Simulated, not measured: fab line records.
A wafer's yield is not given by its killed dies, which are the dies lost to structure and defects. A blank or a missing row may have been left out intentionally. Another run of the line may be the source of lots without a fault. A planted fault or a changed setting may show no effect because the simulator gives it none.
Which tool did it? || flow berkeleyCmos170 || 14 lots with 42 wafers sampled at 4 steps, on a route of 331 steps

WHAT THE GAUGES SHOWED, per wafer
UCB170_V2_CD_MEAS_12: target cd 700 nm. Usual: cdNm reads 700.2 nm (standard deviation 1.2).
{"lot": "L601", "measured": "day 7 09:47", "on": "cdSem-02", "cdNm (nm)": "700.8 700.3 701.4", "flag": ""}
{"lot": "L602", "measured": "day 7 18:19", "on": "cdSem-01", "cdNm (nm)": "700.1 700.9 700.7", "flag": ""}
{"lot": "L603", "measured": "day 7 17:57", "on": "cdSem-01", "cdNm (nm)": "699.7 698.5 698.7", "flag": ""}
{"lot": "L605", "measured": "day 8 11:38", "on": "cdSem-01", "cdNm (nm)": "700.4 698.5 700.8", "flag": ""}
{"lot": "L607", "measured": "day 8 23:19", "on": "cdSem-02", "cdNm (nm)": "698.3 699.2 699.8", "flag": ""}
{"lot": "L608", "measured": "day 8 23:49", "on": "cdSem-01", "cdNm (nm)": "701.3 702.8 702.3", "flag": ""}
{"lot": "L614", "measured": "day 10 03:53", "on": "cdSem-02", "cdNm (nm)": "700.4 701.0 698.9", "flag": ""}
{"lot": "L615", "measured": "day 10 16:14", "on": "cdSem-01", "cdNm (nm)": "698.7 701.8 699.4", "flag": ""}
{"lot": "L616", "measured": "day 10 15:37", "on": "cdSem-01", "cdNm (nm)": "699.1 697.8 697.7", "flag": ""}
{"lot": "L618", "measured": "day 11 09:08", "on": "cdSem-02", "cdNm (nm)": "702.1 700.9 703.1", "flag": ""}
{"lot": "L617", "measured": "day 11 08:53", "on": "cdSem-01", "cdNm (nm)": "700.5 700.2 700.2", "flag": ""}
{"lot": "L621", "measured": "day 11 09:37", "on": "cdSem-02", "cdNm (nm)": "699.8 700.3 699.6", "flag": ""}
{"lot": "L622", "measured": "day 12 15:08", "on": "cdSem-02", "cdNm (nm)": "700.5 699.7 699.8", "flag": ""}
{"lot": "L623", "measured": "day 12 14:52", "on": "cdSem-02", "cdNm (nm)": "702.6 700.8 701.7", "flag": ""}

UCB170_M3_CD_MEAS_90: target cd 700 nm. Usual: cdNm reads 698.8 nm (standard deviation 2.9).
{"lot": "L601", "measured": "day 7 13:04", "on": "cdSem-01", "cdNm (nm)": "694.9 697.8 695.1", "flag": ""}
{"lot": "L602", "measured": "day 7 21:34", "on": "cdSem-02", "cdNm (nm)": "695.3 698.1 696.2", "flag": ""}
{"lot": "L603", "measured": "day 7 21:05", "on": "cdSem-02", "cdNm (nm)": "700.2 699.8 701.6", "flag": ""}
{"lot": "L605", "measured": "day 8 14:50", "on": "cdSem-01", "cdNm (nm)": "700.8 701.0 703.2", "flag": ""}
{"lot": "L607", "measured": "day 9 02:19", "on": "cdSem-01", "cdNm (nm)": "693.7 692.0 698.8", "flag": ""}
{"lot": "L608", "measured": "day 9 02:46", "on": "cdSem-01", "cdNm (nm)": "698.0 695.6 696.1", "flag": ""}
{"lot": "L614", "measured": "day 10 07:49", "on": "cdSem-01", "cdNm (nm)": "698.8 698.2 692.8", "flag": ""}
{"lot": "L615", "measured": "day 10 19:29", "on": "cdSem-02", "cdNm (nm)": "700.1 701.7 700.2", "flag": ""}
{"lot": "L616", "measured": "day 10 18:56", "on": "cdSem-01", "cdNm (nm)": "700.5 701.8 698.9", "flag": ""}
{"lot": "L618", "measured": "day 11 13:00", "on": "cdSem-01", "cdNm (nm)": "701.9 703.4 702.7", "flag": ""}
{"lot": "L617", "measured": "day 11 12:47", "on": "cdSem-01", "cdNm (nm)": "699.3 696.6 704.8", "flag": ""}
{"lot": "L621", "measured": "day 11 13:36", "on": "cdSem-02", "cdNm (nm)": "701.0 695.5 693.4", "flag": ""}
{"lot": "L622", "measured": "day 12 20:26", "on": "cdSem-02", "cdNm (nm)": "693.7 695.0 692.9", "flag": ""}
{"lot": "L623", "measured": "day 12 20:03", "on": "cdSem-02", "cdNm (nm)": "699.7 700.0 700.4", "flag": ""}

WHICH TOOL RAN EACH LOT (tool, then ch and the chambers of the sampled wafers, then the start)
{"lot": "L601", "UCB170_CONTACT_CLEAN_00": "wetBench-01 ch 3, day 6 15:56", "UCB170_V2_CMP_02": "cmp-02 ch 0,2,3, day 7 08:10"}
{"lot": "L602", "UCB170_CONTACT_CLEAN_00": "wetBench-01 ch 3, day 6 19:20", "UCB170_V2_CMP_02": "cmp-02 ch 0,1, day 7 16:24"}
{"lot": "L603", "UCB170_CONTACT_CLEAN_00": "wetBench-01 ch 2, day 6 19:52", "UCB170_V2_CMP_02": "cmp-01 ch 0,1, day 7 16:20"}
{"lot": "L605", "UCB170_CONTACT_CLEAN_00": "wetBench-03 ch 2, day 7 16:29", "UCB170_V2_CMP_02": "cmp-02 ch 0,1,3, day 8 10:04"}
{"lot": "L607", "UCB170_CONTACT_CLEAN_00": "wetBench-01 ch 0, day 8 02:59", "UCB170_V2_CMP_02": "cmp-01 ch 0,1,2, day 8 21:51"}
{"lot": "L608", "UCB170_CONTACT_CLEAN_00": "wetBench-01 ch 1, day 8 03:11", "UCB170_V2_CMP_02": "cmp-02 ch 1,2,3, day 8 22:04"}
{"lot": "L614", "UCB170_CONTACT_CLEAN_00": "wetBench-04 ch 1, day 9 10:18", "UCB170_V2_CMP_02": "cmp-01 ch 0,3, day 10 02:05"}
{"lot": "L615", "UCB170_CONTACT_CLEAN_00": "wetBench-04 ch 1, day 9 20:58", "UCB170_V2_CMP_02": "cmp-02 ch 0,2,3, day 10 14:23"}
{"lot": "L616", "UCB170_CONTACT_CLEAN_00": "wetBench-01 ch 0, day 9 21:09", "UCB170_V2_CMP_02": "cmp-01 ch 0,1, day 10 13:59"}
{"lot": "L618", "UCB170_CONTACT_CLEAN_00": "wetBench-01 ch 1, day 10 12:56", "UCB170_V2_CMP_02": "cmp-01 ch 0,2,3, day 11 07:19"}
{"lot": "L617", "UCB170_CONTACT_CLEAN_00": "wetBench-01 ch 3, day 10 13:07", "UCB170_V2_CMP_02": "cmp-02 ch 0,1,3, day 11 07:13"}
{"lot": "L621", "UCB170_CONTACT_CLEAN_00": "wetBench-01 ch 0, day 10 13:47", "UCB170_V2_CMP_02": "cmp-01 ch 1,2, day 11 07:46"}
{"lot": "L622", "UCB170_CONTACT_CLEAN_00": "wetBench-01 ch 0, day 11 17:27", "UCB170_V2_CMP_02": "cmp-02 ch 1,2, day 12 12:00"}
{"lot": "L623", "UCB170_CONTACT_CLEAN_00": "wetBench-01 ch 2, day 11 18:05", "UCB170_V2_CMP_02": "cmp-01 ch 0,2,3, day 12 11:55"}
- UCB170_CONTACT_CLEAN_00: cleans in SPM, time 600 s.
- UCB170_V2_CMP_02: polishes SiO2.

WHAT THE TOOLS THEMSELVES READ (means of the sampled wafers that have a number; where no wafer has one, the mark that the record gives instead)
UCB170_V2_CMP_02. Usual: motorCurrentA 15.4 A, standard deviation 1.7; slurryFlowMlMin 149.9, standard deviation 0.46.
{"lot": "L601", "tool": "cmp-02", "motorCurrentA (A)": 14.4, "slurryFlowMlMin": 150.0, "flag": ""}
{"lot": "L602", "tool": "cmp-02", "motorCurrentA (A)": 15.7, "slurryFlowMlMin": 150.5, "flag": ""}
{"lot": "L603", "tool": "cmp-01", "motorCurrentA (A)": 17.0, "slurryFlowMlMin": 150.4, "flag": ""}
{"lot": "L605", "tool": "cmp-02", "motorCurrentA (A)": 14.9, "slurryFlowMlMin": 150.0, "flag": ""}
{"lot": "L607", "tool": "cmp-01", "motorCurrentA (A)": 16.7, "slurryFlowMlMin": 150.1, "flag": ""}
{"lot": "L608", "tool": "cmp-02", "motorCurrentA (A)": 14.3, "slurryFlowMlMin": 150.1, "flag": ""}
{"lot": "L614", "tool": "cmp-01", "motorCurrentA (A)": 16.1, "slurryFlowMlMin": 149.9, "flag": ""}
{"lot": "L615", "tool": "cmp-02", "motorCurrentA (A)": 14.6, "slurryFlowMlMin": 150.1, "flag": ""}
{"lot": "L616", "tool": "cmp-01", "motorCurrentA (A)": 17.5, "slurryFlowMlMin": 150.1, "flag": ""}
{"lot": "L618", "tool": "cmp-01", "motorCurrentA (A)": 15.0, "slurryFlowMlMin": 149.6, "flag": ""}
{"lot": "L617", "tool": "cmp-02", "motorCurrentA (A)": 14.9, "slurryFlowMlMin": 149.6, "flag": ""}
{"lot": "L621", "tool": "cmp-01", "motorCurrentA (A)": 17.0, "slurryFlowMlMin": 150.0, "flag": ""}
{"lot": "L622", "tool": "cmp-02", "motorCurrentA (A)": 14.7, "slurryFlowMlMin": 150.1, "flag": ""}
{"lot": "L623", "tool": "cmp-01", "motorCurrentA (A)": 15.6, "slurryFlowMlMin": 149.6, "flag": ""}

THE ANSWER, worked out from the rows above alone
Rule: a lot is off if the mean of its wafers that have a number lies more than 3 standard deviations from the usual mean. Also off: a lot with no number at a reading for which 4 or more lots have one. The other lots that the step has rows for count as sound. After the gauges, taken in route order, come the tools' own readings; for these a lot's mean is taken, as printed above. At the first step where some lot is off, the reading lying furthest off is the one used; lots without a number count as furthest.
Across all readings shown, no lot is off: no conclusion can be drawn from this.

WHAT THE SIMULATOR HAD PUT IN
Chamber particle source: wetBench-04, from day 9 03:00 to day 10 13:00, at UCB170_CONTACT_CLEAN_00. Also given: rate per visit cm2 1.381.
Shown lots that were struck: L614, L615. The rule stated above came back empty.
